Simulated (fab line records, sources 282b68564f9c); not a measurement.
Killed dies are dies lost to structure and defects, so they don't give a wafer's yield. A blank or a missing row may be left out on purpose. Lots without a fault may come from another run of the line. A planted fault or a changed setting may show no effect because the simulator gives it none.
One fault seen from 2 desks | flow rit_cmos | each desk has only its own numbers; what lay behind them comes last

THE TOOL OWNER'S DESK: furnace-03
The tool's own readings at RIT_GATE_OXIDATION_05 (target thk 3 nm, ox time 270 s): means of the sampled wafers that have a number, for each lot that ran on this tool. A lot is out of limits, marked OUT, if its mean lies more than 4 standard deviations from the usual mean; the brackets give that distance.
Columns: A = spike_tc_centre_C at RIT_GATE_OXIDATION_05, usual 903.6 C; B = spike_tc_load_C at RIT_GATE_OXIDATION_05, usual 922.6 C; C = spike_tc_source_C at RIT_GATE_OXIDATION_05, usual 922.9 C; D = tube_center_temp_C at RIT_GATE_OXIDATION_05, usual 900.01 C; E = tube_center_temp_C_max at RIT_GATE_OXIDATION_05, usual 902.3
lot  | first seen here | A               | B                | C               | D                        | E
L696 | day 2 15:35     | 904.7           | 922.5            | 923.0           | 899.94                   | 902.1
L702 | day 3 20:43     | 904.2           | 922.3            | 923.2           | 900.00                   | 902.1
L703 | day 4 04:00     | 905.2           | 923.6            | 923.2           | 900.03                   | 902.2
L709 | day 5 14:19     | 923.8 (+17) OUT | 943.3 (+9.9) OUT | 944.1 (+18) OUT | 919.98 (+99 or more) OUT | 922.3 (+51) OUT
L710 | day 5 19:15     | 924.9 (+18) OUT | 942.9 (+9.7) OUT | 943.5 (+17) OUT | 920.06 (+99 or more) OUT | 922.6 (+52) OUT
This desk's finding: out of limits on L709, L710; first on L709, day 5 14:19 (spike_tc_centre_C at RIT_GATE_OXIDATION_05). In limits: L696, L702, L703.

THE METROLOGY DESK
What the gauges read, lot by lot, whatever tool the lot ran on: means of the sampled wafers that have a number. A lot is out of limits, marked OUT, if its mean lies more than 4 standard deviations from the usual mean; the brackets give that distance.
Columns: A = PRETRO_OVL at RIT_PRETRO_OVL_MEAS_06, usual -0.5 nm; B = GATE_OXIDE_THK at RIT_GATE_THK_MEAS_07, usual 2.99 nm; C = cd_nm at RIT_GATE_CD_MEAS_16, usual 148.5 nm; D = CONTACT_OVL at RIT_CONTACT_OVL_MEAS_09, usual 0.2 nm
lot  | first seen here | A    | B              | C     | D
L695 | day 2 09:33     | -3.4 | 2.92           | 149.6 | -1.1
L696 | day 2 13:48     | -0.8 | 2.99           | 150.7 | -2.0
L698 | day 2 23:26     | -0.7 | 3.01           | 147.2 | 0.4
L699 | day 3 06:28     | -1.5 | 2.94           | 154.3 | -0.6
L700 | day 3 11:20     | -0.8 | 3.03           | 146.6 | 1.2
L701 | day 3 16:40     | 0.7  | 2.92           | 149.7 | -0.4
L702 | day 3 19:12     | 0.3  | 3.08           | 150.5 | 0.0
L703 | day 4 00:23     | -1.4 | 3.08           | 146.1 | -0.6
L704 | day 4 05:20     | -1.3 | 3.02           | 149.2 | -0.7
L709 | day 5 12:14     | 0.9  | 3.81 (+13) OUT | 150.7 | -0.2
L710 | day 5 16:59     | 0.0  | 3.73 (+12) OUT | 150.1 | 1.7
L714 | day 6 09:40     | -0.6 | 2.93           | 148.8 | 0.9
L716 | day 6 17:47     | -0.8 | 2.89           | 145.5 | 0.6
L718 | day 7 04:50     | -2.1 | 2.96           | 149.2 | 0.1
This desk's finding: out of limits on L709, L710; first on L709, day 5 18:35 (GATE_OXIDE_THK at RIT_GATE_THK_MEAS_07). In limits: L695, L696, L698, L699, L700, L701, L702, L703, L704, L714, L716, L718.

PUT TOGETHER
The tool owner's desk could have raised an alarm at day 5 14:19, on L709, L710.
The metrology desk could have raised an alarm at day 5 18:35, on L709, L710.
Of the lots named, all ran RIT_GATE_OXIDATION_05 on furnace-03.

WHAT THE SIMULATOR HAD PUT IN
Process parameter drift: furnace-03, from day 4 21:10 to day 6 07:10, at RIT_GATE_OXIDATION_05. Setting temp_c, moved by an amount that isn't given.
Lots struck among those shown: L709, L710.
Hours from the fault's start to each desk's first reading out of limits: the tool owner's desk, 17; the metrology desk, 21.
